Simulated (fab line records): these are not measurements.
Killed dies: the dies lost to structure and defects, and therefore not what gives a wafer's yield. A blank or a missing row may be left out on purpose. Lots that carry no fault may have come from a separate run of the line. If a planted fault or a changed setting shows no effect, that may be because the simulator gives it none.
Matching of chambers :: flow berkeley_cmos170 :: rie_diel-03 running UCB170_V2_ETCH_14: 4 sister chambers
The step etches SiO2 in CHF3/CF4/Ar, stops on Al, target depth 1250 nm, time 291 s. 4 wafers are shown with their chamber, then 6 later ones without.

== EACH WAFER AND ITS CHAMBER ==
wafer: L651.2
chamber: 3
throttle_valve_pct (%): 7.21

wafer: L651.4
chamber: 0
throttle_valve_pct (%): 6.97

wafer: L661.2
chamber: 1
throttle_valve_pct (%): 6.95

wafer: L659.5
chamber: 2
throttle_valve_pct (%): 6.82

== WAFERS WITHOUT THEIR CHAMBER ==
wafer: L667.3
throttle_valve_pct (%): 6.95

wafer: L667.4
throttle_valve_pct (%): 6.96

wafer: L667.5
throttle_valve_pct (%): 6.82

wafer: L670.2
throttle_valve_pct (%): 6.82

wafer: L670.3
throttle_valve_pct (%): 7.20

wafer: L670.6
throttle_valve_pct (%): 6.82

== WHICH CHAMBER EACH ONE RAN IN ==
wafer: L667.3
from the rows above: 1
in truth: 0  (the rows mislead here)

wafer: L667.4
from the rows above: can't be placed: 0 or 1
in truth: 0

wafer: L667.5
from the rows above: 2
in truth: 2

wafer: L670.2
from the rows above: 2
in truth: 2

wafer: L670.3
from the rows above: 3
in truth: 3

wafer: L670.6
from the rows above: 2
in truth: 2
Correctly placed: 4 of 6. Not placeable from these rows: 1 (in 1, the candidates include the true chamber). Number placed wrongly: 1.
How it was worked out, from the rows above alone: a wafer's distance from a chamber is the root of the sum, over the readings, of the square of ((its reading less the chamber's mean) divided by the reading's scatter). If the next closest chamber is less than 2 further off than the closest, the wafer can't be placed; otherwise it belongs to the closest. A chamber's mean is the mean of its shown wafers. The scatter: root of mean squared gap, hidden wafer to nearest shown wafer, with one shown wafer a chamber.
